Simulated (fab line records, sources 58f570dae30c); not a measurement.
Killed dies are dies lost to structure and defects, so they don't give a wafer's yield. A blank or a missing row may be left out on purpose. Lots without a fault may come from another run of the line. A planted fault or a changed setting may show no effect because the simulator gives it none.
One fault seen from 2 desks | flow berkeley_cmos170 | each desk has only its own numbers; what lay behind them comes last

THE TOOL OWNER'S DESK: implanter-04
The tool's own readings at UCB170_PLDD_IMPLANT_09: means of the sampled wafers that have a number, for each lot that ran on this tool. A lot is out of limits, marked OUT, if its mean lies more than 4 standard deviations from the usual mean; the brackets give that distance.
Columns: A = dose_ions_cm2 at UCB170_PLDD_IMPLANT_09, usual 5.001e+13; B = faraday_current_uA at UCB170_PLDD_IMPLANT_09, usual 158
lot  | first seen here | A                           | B
L659 | day 6 00:22     | 5.003e+13                   | 158
L663 | day 7 08:42     | 5.003e+13                   | 162
L665 | day 7 10:55     | 5.005e+13                   | 159
L673 | day 9 03:37     | 2.755e+13 (-99 or more) OUT | 88 (-23) OUT
L676 | day 9 10:09     | 2.754e+13 (-99 or more) OUT | 86 (-23) OUT
This desk's finding: out of limits on L673, L676; first on L673, day 9 03:37 (dose_ions_cm2 at UCB170_PLDD_IMPLANT_09). In limits: L659, L663, L665.

THE METROLOGY DESK
What the gauges read, lot by lot, whatever tool the lot ran on: means of the sampled wafers that have a number. A lot is out of limits, marked OUT, if its mean lies more than 4 standard deviations from the usual mean; the brackets give that distance.
Columns: A = NWELL_OXIDE_THK at UCB170_NWELL_THK_MEAS_02, usual 26.3 nm; B = PLDD_TW at UCB170_PLDD_TW_MEAS_11, usual 1019; C = PLDD_RS at UCB170_SDANNEAL_RS_MEAS_04, usual 1030.3 ohm/sq; D = V1_TEOS_THK at UCB170_V1_THK_MEAS_01, usual 1998 nm; E = M3_OVL at UCB170_M3_OVL_MEAS_16, usual 0 nm
lot  | first seen here | A    | B             | C                | D    | E
L659 | day 2 01:16     | 26.4 | 1021          | 1027.6           | 1983 | 3
L660 | day 2 10:05     | 27.1 | 1026          | 1031.9           | 2003 | 3
L661 | day 2 14:49     | 26.2 | 1015          | 1031.2           | 1973 | -1
L662 | day 2 21:01     | 27.0 | 1026          | 1028.8           | 2006 | -0
L663 | day 2 21:02     | 26.6 | 1012          | 1032.3           | 2002 | -2
L664 | day 3 08:08     | 26.1 | 1016          | 1029.5           | 2009 | -9
L665 | day 3 08:09     | 26.4 | 1018          | 1032.2           | 1989 | -2
L666 | day 3 13:02     | 26.9 | 1018          | 1031.8           | 2012 | -4
L667 | day 3 13:02     | 25.8 | 1021          | 1030.5           | 1971 | 3
L673 | day 4 17:53     | 26.0 | 937 (-13) OUT | 1259.6 (+85) OUT | 1991 | 0
L676 | day 5 12:51     | 26.2 | 939 (-12) OUT | 1254.7 (+83) OUT | 2026 | -1
L680 | day 6 14:01     | 25.8 | 1017          | 1031.3           | 2010 | 8
This desk's finding: out of limits on L673, L676; first on L673, day 9 03:53 (PLDD_TW at UCB170_PLDD_TW_MEAS_11). In limits: L659, L660, L661, L662, L663, L664, L665, L666, L667, L680.

PUT TOGETHER
The tool owner's desk could have raised an alarm at day 9 03:37, on L673, L676.
The metrology desk could have raised an alarm at day 9 03:53, on L673, L676.
Of the lots named, all ran UCB170_PLDD_IMPLANT_09 on implanter-04.

WHAT THE SIMULATOR HAD PUT IN
Process parameter drift: implanter-04, from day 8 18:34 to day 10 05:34, at UCB170_PLDD_IMPLANT_09. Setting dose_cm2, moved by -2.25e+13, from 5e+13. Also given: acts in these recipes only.
Lots struck among those shown: L673, L676.
Hours from the fault's start to each desk's first reading out of limits: the tool owner's desk, 9; the metrology desk, 9.
